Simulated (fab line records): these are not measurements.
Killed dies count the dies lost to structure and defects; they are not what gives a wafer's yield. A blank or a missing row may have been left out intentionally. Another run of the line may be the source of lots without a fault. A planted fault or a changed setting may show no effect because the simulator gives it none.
A single fault, viewed from 2 desks -- flow berkeley cmos170 -- each desk holds nothing but its own numbers, with what lay behind them at the end

== FROM THE METROLOGY DESK ==
Means of the sampled wafers that have a number, per lot and without regard to the tool the lot ran on: this is what the gauges read. Marked OUT: a lot whose mean sits more than 4 standard deviations from the usual mean, which makes it out of limits; the brackets give that distance.
Columns: A = NWELL_OVL at UCB170_NWELL_OVL_MEAS_12, usual 0 nm; B = PVT_TW at UCB170_PVT_TW_MEAS_09, usual 505; C = GATE_OVL at UCB170_GATE_OVL_MEAS_13, usual 3 nm
lot,first seen here,A,B,C
L702,day 2 10:17,-1,512,8
L703,day 2 10:44,4,507,6
L705,day 3 00:46,-1,501,-1
L706,day 3 05:37,-2,499,7
L707,day 3 14:43,3,506,-3
L708,day 3 21:02,-1,504,4
L710,day 4 08:02,3,506,6
L716,day 5 00:32,-1,431 (-23) OUT,-8
L718,day 5 11:45,-2,430 (-24) OUT,-5
L719,day 5 21:28,-12,502,6
L721,day 6 06:15,-4,505,0
L722,day 6 10:43,2,502,10
L724,day 6 16:44,2,505,1
L725,day 6 23:32,11,504,10
Per this desk, out of limits: L716, L718; the first was L716, day 8 04:42 (PVT_TW at UCB170_PVT_TW_MEAS_09). In limits: L702, L703, L705, L706, L707, L708, L710, L719, L721, L722, L724, L725.

== TOOL OWNER'S DESK, implanter-03 ==
For each lot that ran on this tool, the mean over its sampled wafers that have a number, from the tool's own readings at UCB170_PVT_IMPLANT_07. Marked OUT: a lot whose mean sits more than 4 standard deviations from the usual mean, which makes it out of limits; the brackets give that distance.
Columns: A = dose ions cm2 at UCB170_PVT_IMPLANT_07, usual 2.0003e+12; B = faraday current uA at UCB170_PVT_IMPLANT_07, usual 6.36
lot,first seen here,A,B
L702,day 5 10:22,2.0000e+12,6.30
L703,day 6 01:32,2.0011e+12,6.36
L705,day 6 05:42,1.9972e+12,6.41
L707,day 6 18:04,2.0035e+12,6.43
L716,day 8 04:29,1.2041e+12 (-99 or more) OUT,3.84 (-23) OUT
L718,day 8 12:44,1.2094e+12 (-99 or more) OUT,3.83 (-23) OUT
Finding of this desk: L716, L718 out of limits; the first was L716 at day 8 04:29, on dose ions cm2 at UCB170_PVT_IMPLANT_07. In limits: L702, L703, L705, L707.

== BROUGHT TOGETHER ==
The tool owner's desk could have raised an alarm at day 8 04:29, on L716, L718.
On L716, L718, the metrology desk was in a position to raise an alarm at day 8 04:42.
On implanter-03, each named lot ran UCB170_PVT_IMPLANT_07.

== WHAT THE SIMULATOR HAD INSERTED ==
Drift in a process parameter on implanter-03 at UCB170_PVT_IMPLANT_07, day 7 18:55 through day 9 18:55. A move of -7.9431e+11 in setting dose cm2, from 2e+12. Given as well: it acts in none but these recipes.
Lots struck among those shown: L716, L718.
Delay (hours) between the fault's onset and each desk's first out-of-limits reading: 10 at the tool owner's desk, 10 at the metrology desk.
